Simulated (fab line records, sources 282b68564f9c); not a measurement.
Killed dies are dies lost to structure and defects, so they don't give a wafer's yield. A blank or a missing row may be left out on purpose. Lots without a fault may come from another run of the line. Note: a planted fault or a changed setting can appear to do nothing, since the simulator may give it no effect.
One fault seen from 2 desks + flow ritCmos + each desk holds nothing but its own numbers, with what lay behind them at the end

== AT THE METROLOGY DESK ==
Means of the sampled wafers that have a number, per lot and without regard to the tool the lot ran on: this is what the gauges read. If a lot's mean is further than 4 standard deviations from the usual mean, the lot is out of limits and carries the mark OUT (the distance appears in the brackets).
Columns: A = M1_AL_RS at RIT_M1_RS_MEAS_01, usual 0.0735 ohm/sq; B = M1_AL_THK at RIT_M1_THK_MEAS_02, usual 394 nm; C = cdNm at RIT_M1_CD_MEAS_09, usual 2600.4 nm; D = M1_OVL at RIT_M1_OVL_MEAS_10, usual 0.6 nm
| lot  | first seen here | A      | B   | C      | D    |
|------|-----------------|--------|-----|--------|------|
| L259 | day 3 20:22     | 0.0736 | 393 | 2601.7 | 1.6  |
| L267 | day 5 09:28     | 0.0740 | 391 | 2602.0 | -2.2 |
| L271 | day 6 00:46     | 0.0736 | 395 | 2603.5 | -0.3 |
| L274 | day 6 16:49     | 0.0730 | 399 | 2599.4 | 0.2  |
| L277 | day 7 08:23     | 0.0734 | 396 | 2599.1 | 0.6  |
| L280 | day 7 20:16     | 0.0744 | 392 | 2597.0 | 1.3  |
This desk found nothing out of limits on any of the 6 lots.

== DESK OF THE TOOL OWNER: rieMetal-03 ==
The tool's own readings at RIT_M1_METAL_ETCH_12 (etches Al in Cl2/BCl3, stops on SiO2, time 165 s, target depth 600 nm): means of the sampled wafers that have a number, for each lot that ran on this tool. If a lot's mean is further than 4 standard deviations from the usual mean, the lot is out of limits and carries the mark OUT (the distance appears in the brackets).
Columns: A = chamberPressureMTorr at RIT_M1_METAL_ETCH_12, usual 99.99 mTorr; B = drypumpMotorCurrentA at RIT_M1_METAL_ETCH_12, usual 5.9 A; C = oesProductAu at RIT_M1_METAL_ETCH_12, usual 0.781 a.u.; D = throttleValvePct at RIT_M1_METAL_ETCH_12, usual 8.22 %
| lot  | first seen here | A                        | B   | C     | D    |
|------|-----------------|--------------------------|-----|-------|------|
| L259 | day 3 22:17     | 100.03                   | 6.0 | 0.808 | 8.21 |
| L267 | day 5 10:55     | 100.00                   | 5.8 | 0.799 | 8.19 |
| L271 | day 6 02:13     | 133.37 (+99 or more) OUT | 5.8 | 0.800 | 8.19 |
| L274 | day 6 18:26     | 133.37 (+99 or more) OUT | 5.8 | 0.803 | 8.19 |
This desk's finding: out of limits on L271, L274; first on L271, day 6 02:13 (chamberPressureMTorr at RIT_M1_METAL_ETCH_12). L259, L267: within limits.

== ALL TOGETHER ==
On L271, L274, at day 6 02:13, an alarm was possible from the tool owner's desk.
From the metrology desk's view, nothing was out of limits.
The metrology desk holds a record of L271, L274, inside its limits.
The lots listed all ran RIT_M1_METAL_ETCH_12 on rieMetal-03.

== WHAT THE SIMULATOR PUT IN ==
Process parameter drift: rieMetal-03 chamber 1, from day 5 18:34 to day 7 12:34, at RIT_M1_METAL_ETCH_12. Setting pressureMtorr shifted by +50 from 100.
Lots struck among those shown: L271, L274.
Hours from the fault's start to each desk's first reading out of limits: the tool owner's desk, 8.
